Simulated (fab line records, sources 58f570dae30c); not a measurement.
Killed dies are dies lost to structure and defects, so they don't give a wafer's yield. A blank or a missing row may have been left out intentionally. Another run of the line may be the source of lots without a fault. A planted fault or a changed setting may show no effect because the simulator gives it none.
What tool caused it? -- flow berkeley_cmos170 -- 42 wafers from 14 lots sampled at 5 of the route's 331 steps

== WHAT EACH GAUGE READ, for each wafer ==
UCB170_NWELL_THK_MEAS_02.
lot,measured,on,NWELL_OXIDE_THK (nm)
L444,day 2 09:18,film_metro-03,26.1 25.9 25.6
L446,day 2 09:18,film_metro-02,25.7 26.2 25.9
L447,day 2 19:04,film_metro-03,26.6 27.5 27.3
L448,day 2 19:03,film_metro-01,26.6 26.4 26.6
L449,day 3 01:41,film_metro-03,25.5 25.4 25.9
L450,day 3 01:40,film_metro-01,25.6 25.8 25.6
L453,day 3 18:38,film_metro-02,25.9 26.8 26.5
L457,day 4 12:51,film_metro-02,26.6 27.0 26.2
L463,day 6 00:14,film_metro-03,26.3 26.3 26.1
L464,day 6 00:14,film_metro-01,28.0 27.7 27.6
L466,day 6 16:14,film_metro-03,27.4 27.5 27.1
L467,day 6 21:50,film_metro-03,27.1 26.7 26.7

UCB170_NWELL_TW_MEAS_16.
lot,measured,on,NWELL_TW
L444,day 2 17:11,film_metro-03,1258 1262 1261
L446,day 2 16:20,film_metro-03,1253 1263 1265
L447,day 3 03:13,film_metro-03,1274 1282 1279
L448,day 3 03:24,film_metro-02,1265 1265 1263
L449,day 3 07:56,film_metro-01,1272 1269 1266
L450,day 3 08:10,film_metro-02,1264 1262 1262
L453,day 4 02:58,film_metro-03,1273 1268 1268
L457,day 4 19:59,film_metro-01,1268 1262 1270
L463,day 6 11:57,film_metro-02,1263 1267 1258
L464,day 6 12:13,film_metro-03,1256 1258 1257
L466,day 7 00:04,film_metro-03,1260 1272 1269
L467,day 7 10:59,film_metro-01,1265 1271 1261

UCB170_ACTIVE_THK_MEAS_06.
lot,measured,on,ACTIVE_NITRIDE_THK (nm)
L444,day 4 10:49,film_metro-01,223.6 224.9 222.7
L446,day 4 10:50,film_metro-04,221.2 221.4 223.5
L447,day 5 04:19,film_metro-01,222.8 221.2 221.7
L448,day 4 23:44,film_metro-04,217.6 218.4 217.9
L449,day 4 23:46,film_metro-01,218.4 216.9 218.8
L450,day 5 04:19,film_metro-04,221.3 221.8 222.0
L453,day 6 03:02,film_metro-04,221.3 218.4 218.6
L457,day 6 19:46,film_metro-01,218.8 218.8 218.8
L463,day 9 03:07,film_metro-01,215.8 217.4 217.9
L464,day 8 17:07,film_metro-01,216.1 215.8 214.7
L466,day 9 03:04,film_metro-01,219.9 217.7 220.0
L467,day 9 11:52,film_metro-01,218.8 218.1 220.0

== TOOL THAT RAN EACH LOT (tool first, then ch and the chambers of the sampled wafers, then the start) ==
lot,UCB170_ZERO_EXPOSE_03,UCB170_ZERO_ETCH_06
L444,"krf_scanner-02 ch 0, day 2 02:29","rie_diel-03 ch 0,3, day 2 02:52"
L446,"krf_scanner-02 ch 0, day 2 02:44","rie_diel-02 ch 2,3, day 2 03:06"
L447,"krf_scanner-01 ch 0, day 2 15:22","rie_diel-03 ch 2,3, day 2 15:44"
L448,"krf_scanner-02 ch 0, day 2 15:35","rie_diel-02 ch 2,3, day 2 16:14"
L449,"krf_scanner-01 ch 0, day 2 21:00","rie_diel-04 ch 1,2,3, day 2 21:23"
L450,"krf_scanner-01 ch 0, day 2 23:31","rie_diel-03 ch 1,2,3, day 2 23:55"
L453,"krf_scanner-01 ch 0, day 3 14:58","rie_diel-04 ch 0,2,3, day 3 15:19"
L455,"krf_scanner-01, day 4 01:41","rie_diel-03 ch 0,1,2, day 4 02:32"
L456,"krf_scanner-01, day 4 06:27","rie_diel-03 ch 0,1,2, day 4 06:50"
L457,"krf_scanner-02 ch 0, day 4 08:14","rie_diel-03 ch 1,2,3, day 4 08:49"
L463,"krf_scanner-01 ch 0, day 5 16:08","rie_diel-03 ch 0,2, day 5 16:54"
L464,"krf_scanner-01 ch 0, day 5 20:44","rie_diel-04 ch 0,2, day 5 21:08"
L466,"krf_scanner-01 ch 0, day 6 09:58","rie_diel-02 ch 0,1,2, day 6 10:46"
L467,"krf_scanner-02 ch 0, day 6 16:15","rie_diel-04 ch 0,3, day 6 16:44"
- UCB170_ZERO_EXPOSE_03: exposes mask PM MARKS, target cd 4000 nm.
- UCB170_ZERO_ETCH_06: etches SiO2 in CHF3/CF4/Ar, time 12 s.

== WHAT THE TOOLS THEMSELVES READ (means of the sampled wafers that have a number; where no wafer has one, the mark that the record gives instead) ==
UCB170_ZERO_EXPOSE_03.
lot,tool,exposure_dose_mJ_cm2,focus_offset_nm (nm)
L444,krf_scanner-02,29.990,-0.3
L446,krf_scanner-02,29.979,0.1
L447,krf_scanner-01,30.005,0.2
L448,krf_scanner-02,30.010,-0.1
L449,krf_scanner-01,30.003,-0.0
L450,krf_scanner-01,29.961,0.2
L453,krf_scanner-01,29.991,0.3
L455,krf_scanner-01,-,-
L456,krf_scanner-01,-,-
L457,krf_scanner-02,29.990,-0.3
L463,krf_scanner-01,30.015,-0.2
L464,krf_scanner-01,30.037,-0.1
L466,krf_scanner-01,29.995,0.1
L467,krf_scanner-02,30.034,-0.1

UCB170_ZERO_ETCH_06.
lot,tool,drypump_motor_current_A (A),oes_product_au (a.u.),throttle_valve_pct (%)
L444,rie_diel-03,5.5,0.632,9.27
L446,rie_diel-02,5.5,0.632,9.11
L447,rie_diel-03,5.4,0.629,9.14
L448,rie_diel-02,5.5,0.627,9.10
L449,rie_diel-04,6.1,0.625,9.31
L450,rie_diel-03,5.7,0.623,9.24
L453,rie_diel-04,5.9,0.623,9.29
L455,rie_diel-03,5.9,0.379,9.33
L456,rie_diel-03,5.9,0.378,9.33
L457,rie_diel-03,5.7,0.627,9.24
L463,rie_diel-03,5.7,0.611,9.36
L464,rie_diel-04,5.9,0.619,9.18
L466,rie_diel-02,5.7,0.625,9.12
L467,rie_diel-04,5.7,0.615,9.35

== THE ANSWER, worked out from the rows above alone ==
Rule: the lots themselves supply what counts as usual. Put in order of their means at a reading, lots are off if they are a third of the lots or fewer, leave a main group of 4 or more, and stand apart from it by a gap of 3 or more times the standard deviation of the main group's means; of several such gaps the widest counts. The tables above print the reading to a certain number of digits; a main group whose means all agree to those digits is not used. A lot without any number at a reading at which 4 lots or more have one is off too. Where the step has rows for the other lots, those lots are counted as sound. First the gauges in route order, then the tools' own readings, where a lot's mean is used as printed above. The first step at which some lot is off is used, and at that step the reading that is off furthest; a lot without a number counts as furthest.
Off: L455, L456, at UCB170_ZERO_EXPOSE_03 (exposure_dose_mJ_cm2). Without a number there: L455, L456. The main group: mean 30.001, standard deviation 0.021.
If a tool, at that step or one of the process steps before it, ran each lot that is off and ran no sound lot following the first of them, it fits. Of those tried, none fits.

== WHAT HAD BEEN PUT IN BY THE SIMULATOR ==
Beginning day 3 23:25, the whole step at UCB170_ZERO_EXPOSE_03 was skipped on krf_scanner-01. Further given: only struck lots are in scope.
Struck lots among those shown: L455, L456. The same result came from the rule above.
